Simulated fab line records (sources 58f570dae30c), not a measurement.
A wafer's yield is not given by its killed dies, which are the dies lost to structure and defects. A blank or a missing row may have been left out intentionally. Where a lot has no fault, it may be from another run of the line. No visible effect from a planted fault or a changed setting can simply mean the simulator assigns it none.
fab line records | flow berkeley_cmos170
record lots=14 | wafers=42 | last_day=12
route steps=331 shown SCREENOX@101
lots that met no fault: taken from a fault-free run of the same line
start_h: hours from the record's opening day to when the first of the lot's shown wafers began | wait_h: hours elapsed since this lot's preceding step | " identical to the entry in the row above | L1.1+2: a single row standing in for several wafers | - no value, or no start was given | * or withheld: withheld | < > ~ a bound
route shown NAME@n: a module of which the file shows steps, and the number in the route of the first | usual: mean and standard deviation over wafers with no fault | same: alike in all rows | chamber/n: place in a boat | sites: each site's reading | _std_site: their standard deviation | _edge_site: inner sites' mean taken away from outer sites' mean | radius_mm: how far each site lies from the wafer's centre | mask NAME#n: copy n | behind: the tool/chamber that last shaped the wafer | hold: why the lot was held/for how many hours/how that ended | device: names the non-switching transistor (n, p or np) | end of line: the same wafers' tests at the end of the route | where a step has no rows: the recipe by itself | killed: the dies lost at the first sort to structure and to defects; this is not the yield of the wafer | map: per-die view of a wafer (x killed, . not killed, _ where there is no die)
set.NAME: the setting as run; set.NAME@STEP: as run at that earlier step | model.NAME: the simulator's own value behind a step, which no gauge read
one table for each step of the route and one row for each wafer, over a sample of lots
services: a tool's chamber out of use, with start hour (start_h, from the record's first day; less than 0 if before it), hours out, and reason
## steps
# step UCB170_SCREENOX_OXIDATION_01
# recipe temp_c=900 | ambient=O2 | target_thk_a=144 | ox_time_s=2400
# usual ox_temp_c=900.0/0.43 | ox_temp_c_max=905.1/0.96 | spike_tc_load_C=927/3 | spike_tc_source_C=924/3.8 | tube_center_temp_C=900/0.086 | zone_power_load_pct=28.2/1.6
lot.wafer | tool       | chamber | start_h | wait_h | ox_temp_c | ox_temp_c_max | spike_tc_load_C | spike_tc_source_C | tube_center_temp_C | zone_power_load_pct
L809.2    | furnace-01 | 0       | 130.91  | 3.8    | 900.4     | 905.9         | 928             | 926               | 900.01             | 26.7
L809.5    | "          | 0       | "       | "      | 899.2     | 904.3         | 927             | 925               | 899.88             | 27.1
L809.6    | "          | 0       | "       | "      | 900.0     | 904.3         | 927             | 926               | 900.09             | 26.5
L811.2    | furnace-01 | 0       | 130.91  | 3.8    | 900.5     | 905.1         | 928             | 928               | 899.94             | 26.5
L811.5    | "          | 0       | "       | "      | 900.7     | 906.9         | 928             | 926               | 900                | 26.6
L811.6    | "          | 0       | "       | "      | 900.3     | 903.6         | 925             | 925               | 899.96             | 27.0
L812.1    | furnace-04 | 0       | 140.46  | 2.6    | 899.9     | 904.3         | 929             | 925               | 900.08             | 30.1
L812.3    | "          | 0       | "       | "      | 899.4     | 905.4         | 930             | 926               | 900.01             | 29.6
L812.4    | "          | 0       | "       | "      | 899.4     | 905.4         | 929             | 926               | 899.92             | 30.1
L814.2    | furnace-02 | 0       | 154.47  | 4.2    | 899.9     | 904.5         | 921             | 916               | 899.9              | 26.7
L814.3    | "          | 0       | "       | "      | 900.1     | 903.7         | 922             | 917               | 899.84             | 25.8
L814.4    | "          | 0       | "       | "      | 900.7     | 904.4         | 921             | 917               | 899.96             | 26.0
L819.1    | furnace-04 | -       | 175.78  | 4.3    | -         | -             | -               | -                 | -                  | -
L819.3    | "          | -       | "       | "      | -         | -             | -               | -                 | -                  | -
L819.6    | "          | -       | "       | "      | -         | -             | -               | -                 | -                  | -
L820.3    | furnace-04 | -       | 175.78  | 4.3    | -         | -             | -               | -                 | -                  | -
L820.5    | "          | -       | "       | "      | -         | -             | -               | -                 | -                  | -
L820.6    | "          | -       | "       | "      | -         | -             | -               | -                 | -                  | -
L823.3    | furnace-01 | 0       | 198.68  | 4.5    | 899.5     | 904.6         | 928             | 926               | 899.95             | 26.8
L823.4    | "          | 0       | "       | "      | 900.3     | 905.9         | 926             | 927               | 899.95             | 26.7
L823.5    | "          | 0       | "       | "      | 899.9     | 904.6         | 928             | 926               | 900.1              | 26.5
L824.1    | furnace-01 | 0       | 198.68  | 4.4    | 900.1     | 904.6         | 925             | 925               | 900.1              | 26.6
L824.4    | "          | 0       | "       | "      | 900.4     | 904.8         | 927             | 926               | 900.09             | 26.5
L824.6    | "          | 0       | "       | "      | 899.9     | 904.4         | 926             | 926               | 899.87             | 26.9
L825.1    | furnace-01 | 0       | 198.68  | 4.4    | 899.7     | 904.5         | 927             | 925               | 900.05             | 26.8
L825.3    | "          | 0       | "       | "      | 899.9     | 906.2         | 927             | 927               | 900.09             | 26.9
L825.5    | "          | 0       | "       | "      | 900.2     | 906.1         | 927             | 926               | 900.11             | 26.4
L827.3    | furnace-04 | 0       | 211.28  | 1.0    | 899.9     | 906.5         | 929             | 925               | 900.11             | 29.9
L827.4    | "          | 0       | "       | "      | 899.2     | 905.3         | 927             | 924               | 900.01             | 29.9
L827.5    | "          | 0       | "       | "      | 900.0     | 908.0         | 930             | 926               | 900.03             | 29.6
L829.3    | furnace-04 | 0       | 224.00  | 3.9    | 900.1     | 905.8         | 929             | 924               | 900.08             | 30.0
L829.4    | "          | 0       | "       | "      | 899.9     | 904.3         | 930             | 925               | 899.91             | 29.6
L829.6    | "          | 0       | "       | "      | 899.5     | 904.7         | 928             | 926               | 900.08             | 29.4
L830.1    | furnace-04 | 0       | 224.00  | 4.0    | 900.0     | 905.7         | 928             | 926               | 900.12             | 29.7
L830.2    | "          | 0       | "       | "      | 901.2     | 907.3         | 929             | 924               | 900.09             | 29.4
L830.5    | "          | 0       | "       | "      | 900.5     | 906.5         | 927             | 925               | 900.07             | 29.7
L831.2    | furnace-04 | 0       | 224.00  | 4.0    | 899.9     | 905.2         | 928             | 923               | 899.97             | 29.9
L831.4    | "          | 0       | "       | "      | 899.9     | 906.0         | 929             | 924               | 899.84             | 29.8
L831.6    | "          | 0       | "       | "      | 899.7     | 905.4         | 929             | 925               | 900.04             | 29.5
L832.2    | furnace-04 | 0       | 224.00  | 4.0    | 899.2     | 905.8         | 929             | 925               | 900.07             | 29.0
L832.5    | "          | 0       | "       | "      | 899.7     | 905.0         | 929             | 925               | 900.02             | 29.6
L832.6    | "          | 0       | "       | "      | 900.0     | 906.2         | 929             | 925               | 900                | 29.4
## services
tool       | chamber | start_h | hours | kind
furnace-04 | -       | 169.52  | 3.4   | pm
furnace-01 | -       | 185.34  | 3.7   | pm
furnace-02 | -       | 198.72  | 4.0   | pm
## key
first_sign step=UCB170_SCREENOX_OXIDATION_01 | reading=tool_record | direction=missing
effect none on later readings
met_at UCB170_SCREENOX_OXIDATION_01
struck_lots L819,L820
later_rows_left_out L819.1,L819.3,L819.6,L820.3,L820.5,L820.6
sort_left_out L819.1,L819.3,L819.6,L820.3,L820.5,L820.6
tester_left_out L819,L820
onset_between 140.46 175.78
fault kind=skipped_step_whole | tool=furnace-04 | chamber=- | onset_h=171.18 | steps=UCB170_SCREENOX_OXIDATION_01 | scope=struck_lots_only
# tester_left_out: of these lots the tester's yield and bins aren't shown, on N5 and GAA mostly nor the transistor test; their killed dies are dies lost to structure and defects alone, not to doping, threshold or leakage, so they don't give the yield
# sort_left_out: the simulated sort isn't trusted on such a fault, so these wafers' sort isn't shown, and their yield isn't known
# later_rows_left_out: the simulator's readings of these wafers behind a module that went badly wrong aren't trusted and aren't shown, but for the sort
